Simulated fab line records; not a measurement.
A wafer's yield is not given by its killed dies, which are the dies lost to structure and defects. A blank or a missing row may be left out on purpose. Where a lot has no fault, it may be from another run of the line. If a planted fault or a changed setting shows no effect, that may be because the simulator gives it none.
fab line records	flow rit_cmos
record: lots: 6	wafers: 18	last_day: 7
route steps=202 shown NLDD@110 PLDD@114 SPACER@126 NSD@131 PSD@142 M1@202
lots untouched by any fault: they come from a run of this same line in which no faults occurred
start_h: the number of hours between the record's first day and the start of the first shown wafer of the lot	wait_h: hours elapsed since this lot's preceding step	" repeats the value in the row above	L1.1+2: a row that stands for several wafers	- no value present, or no start provided	* or withheld: withheld	< > ~ a bound
route shown NAME@n: a module of which the file shows steps, and the number in the route of the first	usual: the fault-free wafers' mean and standard deviation	same: alike in all rows	chamber/n: place in a boat	sites: each site's reading	_std_site: the standard deviation of these	_edge_site: mean of outer sites minus mean of inner sites	radius_mm: for every site, how far away it sits from the centre of the wafer	mask NAME#n: copy n	behind: tool/chamber where the wafer was last shaped	hold: what put the lot on hold/how long, in hours/how the hold closed	device: transistor that didn't switch, given as n, p or np	end of line: at the end of the route, the tests of the same wafers	a step with no rows: only its recipe	killed: dies lost to structure and defects at the first sort, not the wafer's yield	map: the dies of a wafer, with x for killed, . for not killed, _ for no die there
set.NAME: the run value of the setting; set.NAME@STEP: its run value at that earlier step	model.NAME: the simulator's own value behind a step, which no gauge read
lots at selected steps of the route; one table per step, one row per wafer
services: from which hour (start_h, from the record's first day; less than 0 if before it) a tool's chamber was out of use, for how many hours, and why
== steps ==
step: RIT_NLDD_HARDBAKE_07
recipe: resist: NOVOLAK	temp_c: 140	time_s: 60
step: RIT_NLDD_IMPLANT_08
recipe: species: P	energy_kev: 20	dose_cm2: 5e+14	tilt_deg: 7
step: RIT_NLDD_STRIP_09
recipe: chemistry: O2	time_s: 180	resist: NOVOLAK	platen_temp_c: withheld	power_w: 500	pressure_mtorr: 4000	o2_flow_sccm: 4000
usual: drypump_motor_current_A: 5.76/0.068
same: time_s: 180
lot.wafer	tool	chamber	start_h	wait_h	drypump_motor_current_A	rf_hours_counter_h
L275.2	plasma_asher-01	0	62.47	0.1	5.78	41
L275.3	"	0	"	"	5.81	-
L275.6	"	0	"	"	5.83	-
L279.2	plasma_asher-01	1	83.44	0.1	5.78	44
L279.4	"	0	"	"	5.79	-
L279.5	"	0	"	"	5.80	-
L284.1	plasma_asher-02	0	102.57	0.1	5.72	46
L284.2	"	1	"	"	5.85	46
L284.4	"	0	"	"	5.69	-
L287.3	plasma_asher-01	0	119.67	0.1	5.80	-
L287.4	"	1	"	"	5.76	-
L287.6	"	1	"	"	5.76	-
L295.2	plasma_asher-01	1	153.68	0.1	5.77	52
L295.4	"	0	"	"	5.80	-
L295.5	"	0	"	"	5.81	-
L296.1	plasma_asher-03	0	158.71	0.1	5.77	53
L296.3	"	1	"	"	5.67	-
L296.6	"	1	"	"	5.65	-
step: RIT_NLDD_TW_MEAS_10
usual: NLDD_TW: 2491/28
lot.wafer	tool	chamber	start_h	wait_h	NLDD_TW
L275.2	film_metro-02	-	62.66	0.1	2460
L275.3	"	-	"	"	2472
L275.6	"	-	"	"	2461
L279.2	film_metro-02	-	83.62	0.1	2468
L279.4	"	-	"	"	2464
L279.5	"	-	"	"	2477
L284.1	film_metro-03	-	102.74	0.1	2465
L284.2	"	-	"	"	2460
L284.4	"	-	"	"	2468
L287.3	film_metro-03	-	119.81	0.1	2476
L287.4	"	-	"	"	2484
L287.6	"	-	"	"	2472
L295.2	film_metro-04	-	153.87	0.1	2536
L295.4	"	-	"	"	2534
L295.5	"	-	"	"	2532
L296.1	film_metro-03	-	158.88	0.1	2489
L296.3	"	-	"	"	2469
L296.6	"	-	"	"	2490
step: RIT_PLDD_HMDS_00
recipe: prime_time_s: 60	prime_temp_c: 140
step: RIT_PLDD_COAT_01
recipe: resist: NOVOLAK	spin_rpm: 3250	resist_thk_nm: 1000
step: RIT_PLDD_SOFTBAKE_02
recipe: resist: NOVOLAK	temp_c: 90	time_s: 60
step: RIT_PLDD_EXPOSE_03
recipe: mask_id: M8	na: 0.57	target_cd_nm: 40900	dose_mj: 250
step: RIT_PLDD_PEB_04
recipe: resist: NOVOLAK	temp_c: withheld	time_s: withheld
step: RIT_PLDD_DEVELOP_05
recipe: resist: NOVOLAK	develop_time_s: 50	dev_temp_c: 23
step: RIT_PLDD_OVL_MEAS_06
usual: PLDD_OVL: 0.1/1.4
lot.wafer	tool	chamber	start_h	wait_h	PLDD_OVL[nm]
L275.2	overlay-02	-	63.69	-	2.1
L275.3	"	-	"	"	3.4
L275.6	"	-	"	"	2.0
L279.2	overlay-02	-	84.53	-	0.3
L279.4	"	-	"	"	-1.1
L279.5	"	-	"	"	-2.5
L284.1	overlay-01	-	103.78	-	-1.1
L284.2	"	-	"	"	-2.0
L284.4	"	-	"	"	-1.1
L287.3	overlay-02	-	120.84	-	-0.3
L287.4	"	-	"	"	1.4
L287.6	"	-	"	"	0.0
L295.2	overlay-01	-	154.90	-	-0.2
L295.4	"	-	"	"	2.3
L295.5	"	-	"	"	0.6
L296.1	overlay-02	-	159.92	-	3.2
L296.3	"	-	"	"	1.9
L296.6	"	-	"	"	-2.1
step: RIT_PLDD_HARDBAKE_07
recipe: resist: NOVOLAK	temp_c: 140	time_s: 60
step: RIT_PLDD_IMPLANT_08
recipe: species: BF2	energy_kev: 20	dose_cm2: 9e+14	tilt_deg: 7
usual: beam_on_s: 10.01/0.18	dose_ions_cm2: 9.003e+14/9.7e+11	faraday_current_uA: 2820/52
lot.wafer	tool	chamber	start_h	wait_h	beam_on_s	dose_ions_cm2	faraday_current_uA
L275.2	implanter-01	0	63.89	0.1	10.24	9.021e+14	2758
L275.3	"	0	"	"	9.83	9.014e+14	2881
L275.6	"	0	"	"	9.98	9.007e+14	2833
L279.2	implanter-04	0	84.75	0.1	9.81	9.006e+14	2868
L279.4	"	0	"	"	10.05	9.011e+14	2825
L279.5	"	0	"	"	9.33	9.004e+14	2998
L284.1	implanter-04	0	103.96	0.1	9.92	1.2635e+15	3976
L284.2	"	0	"	"	9.99	1.2626e+15	3961
L284.4	"	0	"	"	10.13	1.2639e+15	3878
L287.3	implanter-04	0	121.06	0.1	10.07	1.2632e+15	3917
L287.4	"	0	"	"	10.16	1.2638e+15	3904
L287.6	"	0	"	"	10.12	1.2625e+15	3920
L295.2	implanter-03	0	155.10	0.1	10.14	9.001e+14	2776
L295.4	"	0	"	"	9.86	9.003e+14	2855
L295.5	"	0	"	"	9.85	9.009e+14	2871
L296.1	implanter-03	0	160.10	0.1	9.88	8.99e+14	2860
L296.3	"	0	"	"	10.15	9.009e+14	2781
L296.6	"	0	"	"	9.90	8.993e+14	2839
step: RIT_PLDD_STRIP_09
recipe: chemistry: O2	time_s: 180	resist: NOVOLAK	platen_temp_c: withheld	power_w: 500	pressure_mtorr: 4000	o2_flow_sccm: 4000
usual: drypump_motor_current_A: 5.80/0.16
same: time_s: 180
lot.wafer	tool	chamber	start_h	wait_h	drypump_motor_current_A	rf_hours_counter_h
L275.2	plasma_asher-04	1	64.02	0.1	6.16	26
L275.3	"	1	"	"	6.15	-
L275.6	"	1	"	"	6.17	-
L279.2	plasma_asher-03	0	84.88	0.1	5.77	44
L279.4	"	1	"	"	5.64	-
L279.5	"	0	"	"	5.78	-
L284.1	plasma_asher-03	0	104.11	0.1	5.76	46
L284.2	"	1	"	"	5.64	46
L284.4	"	0	"	"	5.77	-
L287.3	plasma_asher-01	0	121.22	0.1	5.84	-
L287.4	"	1	"	"	5.78	-
L287.6	"	1	"	"	5.78	-
L295.2	plasma_asher-03	1	155.23	0.1	5.64	53
L295.4	"	0	"	"	5.77	-
L295.5	"	0	"	"	5.76	-
L296.1	plasma_asher-01	0	160.25	0.1	5.79	52
L296.3	"	0	"	"	5.81	-
L296.6	"	0	"	"	5.81	-
step: RIT_PLDD_TW_MEAS_10
usual: PLDD_TW: 2346/28
lot.wafer	tool	chamber	start_h	wait_h	hold	PLDD_TW
L275.2	film_metro-04	-	64.20	0.1	-	2360
L275.3	"	-	"	"	-	2357
L275.6	"	-	"	"	-	2362
L279.2	film_metro-02	-	85.06	0.1	-	2326
L279.4	"	-	"	"	-	2323
L279.5	"	-	"	"	-	2329
L284.1	film_metro-03	-	104.29	0.1	await_dispo/0.2h/release	2513
L284.2	"	-	"	"	await_dispo/0.2h/release	2514
L284.4	"	-	"	"	await_dispo/0.2h/release	2522
L284.1	film_metro-03	-	104.58	0.3	-	2510
L284.2	"	-	"	"	-	2515
L284.4	"	-	"	"	-	2529
L287.3	film_metro-04	-	121.36	0.1	await_dispo/0.2h/release	2581
L287.4	"	-	"	"	await_dispo/0.2h/release	2584
L287.6	"	-	"	"	await_dispo/0.2h/release	2578
L287.3	film_metro-04	-	121.58	0.2	-	2576
L287.4	"	-	"	"	-	2572
L287.6	"	-	"	"	-	2578
L295.2	film_metro-02	-	155.41	0.1	-	2305
L295.4	"	-	"	"	-	2324
L295.5	"	-	"	"	-	2312
L296.1	film_metro-02	-	160.43	0.1	-	2324
L296.3	"	-	"	"	-	2302
L296.6	"	-	"	"	-	2318
step: RIT_SPACER_CLEAN_01
recipe: chemistry: dHF	dilution: 50:1	time_s: 30
step: RIT_SPACER_CLEAN_02
recipe: chemistry: SC2	mix: 3:3:50	time_s: 600	temp_c: 75	dry: n2_spin
step: RIT_SPACER_CVD_03
recipe: material: Si3N4	target_thk_nm: 250	temp_c: 810	precursor: SiH2Cl2/NH3	time_s: 3300	pressure_mtorr: 300	sih2cl2_flow_sccm: 60	nh3_flow_sccm: 150
step: RIT_SPACER_THK_MEAS_04
recipe: reads: Si3N4_of_SPACER_CVD_03
usual: SPACER_NITRIDE_THK: 252.1/2.8
lot.wafer	tool	chamber	start_h	wait_h	SPACER_NITRIDE_THK[nm]
L275.2	film_metro-02	-	66.56	0.0	254.1
L275.3	"	-	"	"	254.5
L275.6	"	-	"	"	252.7
L279.2	film_metro-02	-	87.40	0.0	253.4
L279.4	"	-	"	"	251.5
L279.5	"	-	"	"	251.9
L284.1	film_metro-03	-	108.55	0.0	249.7
L284.2	"	-	"	"	249.0
L284.4	"	-	"	"	249.0
L287.3	film_metro-02	-	126.35	0.1	256.5
L287.4	"	-	"	"	257.0
L287.6	"	-	"	"	256.6
L295.2	film_metro-02	-	157.76	0.0	247.8
L295.4	"	-	"	"	246.7
L295.5	"	-	"	"	245.8
L296.1	film_metro-02	-	162.89	0.0	250.7
L296.3	"	-	"	"	247.2
L296.6	"	-	"	"	249.4
step: RIT_SPACER_ETCHBACK_05
recipe: target_depth_a: 2500	SF6_flow_sccm: 30	CHF3_flow_sccm: 30	target: Si3N4	chemistry: SF6/CHF3	pressure_mtorr: 40	rf_w: 250	time_s: 240	stop_on: SiO2
usual: SF6_flow_sccm: 29.99/0.085	drypump_motor_current_A: 5.9/0.41	oes_product_au: 0.850/0.012	throttle_valve_pct: 10.31/0.12
same: time_s: 240
lot.wafer	tool	chamber	start_h	wait_h	SF6_flow_sccm	drypump_motor_current_A	oes_product_au	rf_hours_counter_h	throttle_valve_pct
L275.2	rie_diel-02	3	66.61	0.0	30.07	5.8	0.860	64	10.45
L275.3	"	1	"	"	29.95	6.1	0.832	123	10.34
L275.6	"	2	"	"	30.00	5.7	0.851	-	10.18
L279.2	rie_diel-04	2	87.45	0.0	29.92	5.5	0.853	1	10.11
L279.4	"	1	"	"	29.89	5.6	0.836	40	10.24
L279.5	"	1	"	"	29.72	5.6	0.846	-	10.24
L284.1	rie_diel-02	1	108.61	0.1	29.93	6.1	0.825	124	10.31
L284.2	"	0	"	"	30.20	6.6	0.826	151	10.24
L284.4	"	0	"	"	30.17	6.6	0.819	-	10.23
L287.3	rie_diel-04	0	126.39	0.0	29.99	6.6	0.874	145	10.41
L287.4	"	2	"	"	29.93	5.5	0.860	1	10.13
L287.6	"	3	"	"	29.82	5.8	0.859	-	10.39
L295.2	rie_diel-04	2	157.81	0.0	30.01	5.5	0.846	2	10.12
L295.4	"	3	"	"	30.17	5.8	0.836	71	10.41
L295.5	"	0	"	"	29.93	6.5	0.846	-	10.41
L296.1	rie_diel-02	1	162.95	0.1	29.89	6.1	0.829	125	10.30
L296.3	"	3	"	"	30.01	5.8	0.840	-	10.45
L296.6	"	1	"	"	30.01	6.1	0.833	-	10.32
step: RIT_NSD_HMDS_00
recipe: prime_time_s: 60	prime_temp_c: 140
step: RIT_NSD_COAT_01
recipe: resist: NOVOLAK	spin_rpm: 3250	resist_thk_nm: 1000
step: RIT_NSD_SOFTBAKE_02
recipe: resist: NOVOLAK	temp_c: 90	time_s: 60
step: RIT_NSD_EXPOSE_03
recipe: mask_id: M9	na: 0.57	target_cd_nm: 40700	dose_mj: 250
step: RIT_NSD_PEB_04
recipe: resist: NOVOLAK	temp_c: withheld	time_s: withheld
step: RIT_NSD_DEVELOP_05
recipe: resist: NOVOLAK	develop_time_s: 50	dev_temp_c: 23
step: RIT_NSD_OVL_MEAS_06
usual: NSD_OVL: 0.7/1.5
lot.wafer	tool	chamber	start_h	wait_h	NSD_OVL[nm]
L275.2	overlay-02	-	67.74	-	-0.3
L275.3	"	-	"	"	1.4
L275.6	"	-	"	"	0.8
L279.2	overlay-02	-	88.58	-	0.7
L279.4	"	-	"	"	-1.7
L279.5	"	-	"	"	0.0
L284.1	overlay-01	-	110.28	-	1.4
L284.2	"	-	"	"	1.0
L284.4	"	-	"	"	0.0
L287.3	overlay-02	-	127.49	-	-0.3
L287.4	"	-	"	"	-1.3
L287.6	"	-	"	"	-1.3
L295.2	overlay-02	-	158.81	-	0.7
L295.4	"	-	"	"	-0.3
L295.5	"	-	"	"	0.9
L296.1	overlay-01	-	164.03	-	1.0
L296.3	"	-	"	"	3.0
L296.6	"	-	"	"	3.2
step: RIT_NSD_HARDBAKE_07
recipe: resist: NOVOLAK	temp_c: 140	time_s: 60
step: RIT_NSD_IMPLANT_08
recipe: species: P	energy_kev: 25	dose_cm2: 1e+15	tilt_deg: 7
step: RIT_NSD_STRIP_09
recipe: chemistry: O2	time_s: 180	resist: NOVOLAK	platen_temp_c: withheld	power_w: 500	pressure_mtorr: 4000	o2_flow_sccm: 4000
usual: drypump_motor_current_A: 5.96/0.22
same: time_s: 180
lot.wafer	tool	chamber	start_h	wait_h	drypump_motor_current_A	rf_hours_counter_h
L275.2	plasma_asher-04	0	68.07	0.1	6.18	26
L275.3	"	1	"	"	6.16	-
L275.6	"	1	"	"	6.19	-
L279.2	plasma_asher-04	1	88.91	0.1	6.18	28
L279.4	"	1	"	"	6.21	-
L279.5	"	1	"	"	6.19	-
L284.1	plasma_asher-02	1	117.75	7.3	5.86	47
L284.2	"	0	"	"	5.65	47
L284.4	"	0	"	"	5.64	-
L287.3	plasma_asher-02	0	127.94	0.1	5.71	-
L287.4	"	1	"	"	5.86	-
L287.6	"	1	"	"	5.88	-
L295.2	plasma_asher-04	1	159.14	0.1	6.16	36
L295.4	"	0	"	"	6.20	-
L295.5	"	1	"	"	6.15	-
L296.1	plasma_asher-04	1	164.36	0.1	6.14	36
L296.3	"	0	"	"	6.18	-
L296.6	"	1	"	"	6.17	-
step: RIT_NSD_TW_MEAS_10
usual: NSD_TW: 3114/29
lot.wafer	tool	chamber	start_h	wait_h	NSD_TW
L275.2	film_metro-04	-	68.26	0.1	3143
L275.3	"	-	"	"	3139
L275.6	"	-	"	"	3150
L279.2	film_metro-03	-	89.10	0.1	3111
L279.4	"	-	"	"	3101
L279.5	"	-	"	"	3118
L284.1	film_metro-04	-	117.92	0.1	3193
L284.2	"	-	"	"	3181
L284.4	"	-	"	"	3199
L287.3	film_metro-03	-	128.08	0.1	3090
L287.4	"	-	"	"	3090
L287.6	"	-	"	"	3099
L295.2	film_metro-03	-	159.34	0.1	3086
L295.4	"	-	"	"	3082
L295.5	"	-	"	"	3104
L296.1	film_metro-03	-	164.54	0.1	3096
L296.3	"	-	"	"	3105
L296.6	"	-	"	"	3103
step: RIT_PSD_HMDS_00
recipe: prime_time_s: 60	prime_temp_c: 140
step: RIT_PSD_COAT_01
recipe: resist: NOVOLAK	spin_rpm: 3250	resist_thk_nm: 1000
step: RIT_PSD_SOFTBAKE_02
recipe: resist: NOVOLAK	temp_c: 90	time_s: 60
step: RIT_PSD_EXPOSE_03
recipe: mask_id: M10	na: 0.57	target_cd_nm: 40900	dose_mj: 250
step: RIT_PSD_PEB_04
recipe: resist: NOVOLAK	temp_c: withheld	time_s: withheld
step: RIT_PSD_DEVELOP_05
recipe: resist: NOVOLAK	develop_time_s: 50	dev_temp_c: 23
step: RIT_PSD_OVL_MEAS_06
usual: PSD_OVL: 0.3/1.2
lot.wafer	tool	chamber	start_h	wait_h	PSD_OVL[nm]
L275.2	overlay-02	-	69.16	-	-1.8
L275.3	"	-	"	"	-1.4
L275.6	"	-	"	"	-0.8
L279.2	overlay-02	-	90.01	-	-1.2
L279.4	"	-	"	"	-1.6
L279.5	"	-	"	"	-2.0
L284.1	overlay-02	-	118.83	-	1.1
L284.2	"	-	"	"	1.5
L284.4	"	-	"	"	-0.5
L287.3	overlay-02	-	129.17	-	1.3
L287.4	"	-	"	"	0.8
L287.6	"	-	"	"	0.7
L295.2	overlay-01	-	160.25	-	-0.5
L295.4	"	-	"	"	-1.1
L295.5	"	-	"	"	-0.6
L296.1	overlay-01	-	165.45	-	1.6
L296.3	"	-	"	"	-0.3
L296.6	"	-	"	"	-0.6
step: RIT_PSD_HARDBAKE_07
recipe: resist: NOVOLAK	temp_c: 140	time_s: 60
step: RIT_PSD_IMPLANT_08
recipe: species: BF2	energy_kev: 27	dose_cm2: 5e+15	tilt_deg: 7
step: RIT_PSD_STRIP_09
recipe: chemistry: O2	time_s: 180	resist: NOVOLAK	platen_temp_c: withheld	power_w: 500	pressure_mtorr: 4000	o2_flow_sccm: 4000
usual: drypump_motor_current_A: 5.84/0.2
same: time_s: 180
lot.wafer	tool	chamber	start_h	wait_h	drypump_motor_current_A	rf_hours_counter_h
L275.2	plasma_asher-02	0	69.49	0.1	5.67	42
L275.3	"	0	"	"	5.64	-
L275.6	"	0	"	"	5.68	-
L279.2	plasma_asher-03	1	90.34	0.1	5.64	45
L279.4	"	0	"	"	5.75	-
L279.5	"	1	"	"	5.65	-
L284.1	plasma_asher-04	0	119.17	0.1	6.17	31
L284.2	"	1	"	"	6.23	31
L284.4	"	0	"	"	6.18	-
L287.3	plasma_asher-02	1	129.55	0.1	5.88	-
L287.4	"	0	"	"	5.62	-
L287.6	"	0	"	"	5.62	-
L295.2	plasma_asher-02	1	160.58	0.1	5.86	5
L295.4	"	0	"	"	5.70	-
L295.5	"	1	"	"	5.91	-
L296.1	plasma_asher-04	1	165.78	0.1	6.17	37
L296.3	"	1	"	"	6.18	-
L296.6	"	1	"	"	6.18	-
step: RIT_SDANNEAL_RS_MEAS_06
recipe: thk_meas_gauge: four-point-probe
usual: PLDD_RS: 178.5/0.6
lot.wafer	tool	chamber	start_h	wait_h	hold	PLDD_RS[ohm/sq]
L275.2	film_metro-02	-	70.41	0.1	-	178.3
L275.3	"	-	"	"	-	178.7
L275.6	"	-	"	"	-	177.9
L279.2	film_metro-03	-	91.26	0.1	-	177.7
L279.4	"	-	"	"	-	178.6
L279.5	"	-	"	"	-	178.2
L284.1	film_metro-03	-	120.09	0.1	await_dispo/0.2h/release	160.0
L284.2	"	-	"	"	await_dispo/0.2h/release	161.0
L284.4	"	-	"	"	await_dispo/0.2h/release	160.1
L284.1	film_metro-03	-	120.37	0.3	-	160.5
L284.2	"	-	"	"	-	160.9
L284.4	"	-	"	"	-	160.4
L287.3	film_metro-03	-	131.32	0.1	await_dispo/0.2h/release	160.6
L287.4	"	-	"	"	await_dispo/0.2h/release	160.1
L287.6	"	-	"	"	await_dispo/0.2h/release	159.7
L287.3	film_metro-03	-	131.60	0.3	-	160.5
L287.4	"	-	"	"	-	160.3
L287.6	"	-	"	"	-	159.7
L295.2	film_metro-02	-	161.50	0.1	-	178.9
L295.4	"	-	"	"	-	179.1
L295.5	"	-	"	"	-	179.0
L296.1	film_metro-03	-	166.70	0.1	-	178.9
L296.3	"	-	"	"	-	178.5
L296.6	"	-	"	"	-	178.2
step: RIT_M1_PROBE_99
usual: killed_at_contacts: 0.1/0.36	killed_at_front_end: 7/3.1	killed_dies: 7/3.1	killed_open: 3.6/2.1	killed_short: 3.2/1.9
same: gross_dies: 264	killed_at_M0_to_M3: 0	killed_at_M4_up: 0	killed_at_back_side: 0	killed_at_other: 0
lot.wafer	tool	chamber	start_h	wait_h	killed_at_contacts	killed_at_front_end	killed_dies	killed_open	killed_short
L279.2	prober-01	-	98.47	0.1	0	9	9	3	6
L279.4	prober-01	-	98.57	0.2	0	8	8	6	2
L279.5	prober-01	-	98.62	0.2	0	9	9	3	6
L284.1	prober-02	-	132.23	0.1	0	5	5	3	2
L284.2	prober-02	-	132.28	0.1	0	6	6	2	4
L284.4	prober-02	-	132.38	0.2	0	4	4	4	0
L287.3	prober-01	-	141.68	0.2	1	6	7	5	2
L287.4	prober-01	-	141.73	0.2	0	2	2	1	1
L287.6	prober-01	-	141.83	0.2	0	7	7	6	1
L296.1	prober-02	-	173.82	0.1	0	15	15	9	6
L296.3	prober-02	-	173.92	0.2	0	3	3	2	1
L296.6	prober-02	-	174.07	0.2	0	2	2	1	1
killed by level:class
L279.2 FOX1:geometric_particle:short=2 REOX:geometric_particle:short=2 FOX1:geometric_particle:open=1 FOX2:geometric_particle:open=1 GATE:geometric_particle:short=1 SILICIDE:geometric_particle:short=1 SILICIDE:geometric_particle:open=1
L279.4 FOX1:geometric_particle:open=2 REOX:geometric_particle:open=2 FOX2:geometric_particle:open=1 FOX2:geometric_particle:short=1 SILICIDE:geometric_particle:short=1 SILICIDE:geometric_particle:open=1
L279.5 GATE:geometric_particle:short=3 GATE:geometric_particle:open=2 REOX:geometric_particle:short=2 FOX1:geometric_particle:short=1 SPACER:geometric_particle:open=1
L284.1 GATE:geometric_particle:open=2 FOX1:geometric_particle:open=1 GATE:geometric_particle:short=1 SPACER:geometric_particle:short=1
L284.2 SILICIDE:geometric_particle:short=2 FOX1:geometric_particle:short=1 REOX:geometric_particle:short=1 REOX:geometric_particle:open=1 SPACER:geometric_particle:open=1
L284.4 GATE:geometric_particle:open=1 REOX:geometric_particle:open=1 SPACER:geometric_particle:open=1 SILICIDE:geometric_particle:open=1
L287.3 SPACER:geometric_particle:open=2 FOX1:geometric_particle:short=1 FOX2:geometric_particle:open=1 GATE:geometric_particle:short=1 CONTACT:geometric_particle:open=1 REOX:geometric_particle:open=1
L287.4 SPACER:geometric_particle:short=1 SPACER:geometric_particle:open=1
L287.6 GATE:geometric_particle:open=3 FOX1:geometric_particle:open=1 FOX2:geometric_particle:open=1 SPACER:geometric_particle:short=1 SPACER:geometric_particle:open=1
L296.1 GATE:geometric_particle:open=4 FOX2:geometric_particle:open=3 GATE:geometric_particle:short=3 SILICIDE:geometric_particle:short=2 FOX2:geometric_particle:short=1 REOX:geometric_particle:open=1 SPACER:geometric_particle:open=1
L296.3 FOX2:geometric_particle:open=1 GATE:geometric_particle:short=1 SPACER:geometric_particle:open=1
L296.6 GATE:geometric_particle:short=1 GATE:geometric_particle:open=1
== services ==
tool	chamber	start_h	hours	kind
implanter-03	-	38.57	3.5	repair
rie_diel-04	2	40.29	-	clean
rie_diel-04	2	40.29	16.3	scheduled_down
rie_diel-04	2	40.29	16.3	vent_cycle
rie_diel-02	3	55.19	4.0	repair
implanter-03	-	62.72	1.9	repair
rie_diel-04	1	92.24	16.2	repair
rie_diel-02	2	97.89	-	clean
rie_diel-02	2	97.89	17.9	scheduled_down
rie_diel-02	2	97.89	17.9	vent_cycle
plasma_asher-04	-	105.75	0.9	repair
plasma_asher-02	-	108.75	9.0	pm
plasma_asher-02	0	108.75	9.0	vent_cycle
plasma_asher-02	1	108.75	9.0	vent_cycle
plasma_asher-02	0	117.75	-	clean
plasma_asher-02	1	117.75	-	clean
implanter-01	-	127.38	9.0	repair
rie_diel-02	2	137.07	15.0	repair
implanter-01	-	150.58	5.4	repair
rie_diel-02	0	152.06	-	clean
rie_diel-02	0	152.06	14.8	scheduled_down
rie_diel-02	0	152.06	14.8	vent_cycle
rie_diel-02	-	157.75	2.8	pm
rie_diel-02	2	161.27	6.0	repair
== key ==
first_sign: step: RIT_PLDD_IMPLANT_08	reading: dose_ions_cm2	direction: up	sigmas: 99+	usual: 9.003e+14	struck: 1.2633e+15
effect: step: RIT_PLDD_IMPLANT_08	reading: faraday_current_uA	direction: up	sigmas: 21	usual: 2820	struck: 3926
effect: step: RIT_PLDD_TW_MEAS_10	reading: visit	direction: added
effect: step: RIT_PLDD_TW_MEAS_10	reading: PLDD_TW	direction: up	sigmas: 7.3	usual: 2346	struck: 2549
effect: step: RIT_SDANNEAL_RS_MEAS_06	reading: PLDD_RS	direction: down	sigmas: 30	usual: 178.5	struck: 160.3
met_at RIT_PLDD_IMPLANT_08
struck_wafers L284.1,L284.2,L284.4,L287.3,L287.4,L287.6
tester_left_out L284,L287
onset_between 84.75 103.96
fault: kind: process_parameter_drift	tool: implanter-04	chamber: -	onset_h: 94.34	steps: RIT_PLDD_IMPLANT_08	channel: dose_cm2	offset: 3.6249e+14	shape: step	end_h: 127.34	acts_in: these_recipes_only	stated: 9e+14
tester_left_out: of these lots the tester's yield and bins aren't shown, on N5 and GAA mostly nor the transistor test; their killed dies are dies lost to structure and defects alone, not to doping, threshold or leakage, so they don't give the yield
